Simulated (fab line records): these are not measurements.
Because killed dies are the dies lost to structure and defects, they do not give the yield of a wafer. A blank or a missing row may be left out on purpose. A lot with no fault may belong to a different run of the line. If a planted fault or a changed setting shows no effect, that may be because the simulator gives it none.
8D (eight disciplines) problem report, filled in by code / flow ritCmos / the parts of the form that need people (team, actions taken, sign-off) are left out

## 1. THE ISSUE
Wafers free of any fault read 25.3 nm (standard deviation 0.47) for REOX_OXIDE_THK at RIT_REOX_THK_MEAS_04, against a mean of 30.7 nm on 6 wafers of 2 lots. That puts it +12 standard deviations away from the usual mean.
The first sign was on wafer L444.2 at day 5 01:22, on filmMetro-01. Wafers with a number at this step in the record: 42, from 14 lots. Rule for "out", or "out of limits": more than 4 standard deviations from the usual mean. The other wafers with a number count as sound.

## 2. WHAT THIS IS AND IS NOT
question=which readings at this step | is=REOX_OXIDE_THK | is not=-
question=which lots | is=L444, L445 | is not=L433, L434, L435, L436, L437, L438, L439, L446, L450, L451, L453, L456
question=which wafers of those lots | is=all that have a number | is not=-
question=read on which gauges | is=filmMetro-01, filmMetro-04 | is not=filmMetro-02
question=when | is=from day 5 01:22 | is not=up to then (21 sound wafers); but 15 sound wafers of L446, L450, L451, L453, L456 came after

## 3. SUSPECTS, AND WHAT RULES EACH OUT
Counting: a tool at any process step up to the reading remains a suspect when it ran all the lots that are out and ran no sound lot after the first of those.
- the gauge at RIT_REOX_THK_MEAS_04 is ruled out. Those wafers that are out were read across 2 gauges (filmMetro-01, filmMetro-04).
- furnace-04 at RIT_REOX_OXIDATION_03 (target thk 25.2 nm, ox time 5580 s): kept. Every lot that is out went through it, starting with L444 (day 4 22:49), and after that it ran no sound lot; the last sound lot it ran before then is L439 (day 4 00:03). Out on those wafers are its own readings of spikeTcCentreC, spikeTcLoadC, spikeTcSourceC, tubeCenterTempC, tube_center_temp_C_max.
Remaining after the count: furnace-04 at RIT_REOX_OXIDATION_03.

## 4. THE CAUSE (what the simulator had put in)
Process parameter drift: furnace-04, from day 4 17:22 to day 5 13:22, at RIT_REOX_OXIDATION_03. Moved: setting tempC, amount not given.
This tool alone remained once counting was done.

## 5. SEQUENCE OF EFFECTS, ordered by route
Each row: a reading whose mean over the struck wafers that have a number lies more than 3 standard deviations from the usual. Only readings for which the record gives a usual standard deviation are gone through. hours: the time from each lot's start at the first step in this table that gives one to its start at this step, as a median over the lots. sigmas: the change in usual standard deviations.
hours=0; step=RIT_REOX_OXIDATION_03; reading=spikeTcCentreC; usual=902.4 C; on struck wafers=922.0; change=+19.6; sigmas=+18
hours=0; step=RIT_REOX_OXIDATION_03; reading=spikeTcLoadC; usual=924 C; on struck wafers=942; change=+18; sigmas=+4.7
hours=0; step=RIT_REOX_OXIDATION_03; reading=spikeTcSourceC; usual=922 C; on struck wafers=942; change=+20; sigmas=+6.6
hours=0; step=RIT_REOX_OXIDATION_03; reading=tubeCenterTempC; usual=900 C; on struck wafers=920; change=+20; sigmas=+99 or more
hours=0; step=RIT_REOX_OXIDATION_03; reading=tube_center_temp_C_max; usual=902.2; on struck wafers=922.3; change=+20.1; sigmas=+54
hours=3; step=RIT_REOX_THK_MEAS_04; reading=REOX_OXIDE_THK; usual=25.3 nm; on struck wafers=30.7; change=+5.4; sigmas=+12
Process steps it contains:
- RIT_REOX_OXIDATION_03: target thk 25.2 nm, ox time 5580 s.

## 6. WHAT WOULD HAVE CAUGHT IT SOONER
8 hours passed between the start of the fault at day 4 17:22 and the first reading out of limits at a measuring or inspecting step in this record, taken at day 5 01:22.
At RIT_REOX_OXIDATION_03, the tool's own readings (spikeTcCentreC, spikeTcLoadC, spikeTcSourceC, tubeCenterTempC, tube_center_temp_C_max) were out on each struck wafer the step has a row for, so an alarm limit on them would have fired on the first such wafer.
L445, from the lots that are out (2), started RIT_REOX_OXIDATION_03 on furnace-04 later than day 5 01:22. Putting the tool on hold at that point would have spared it.
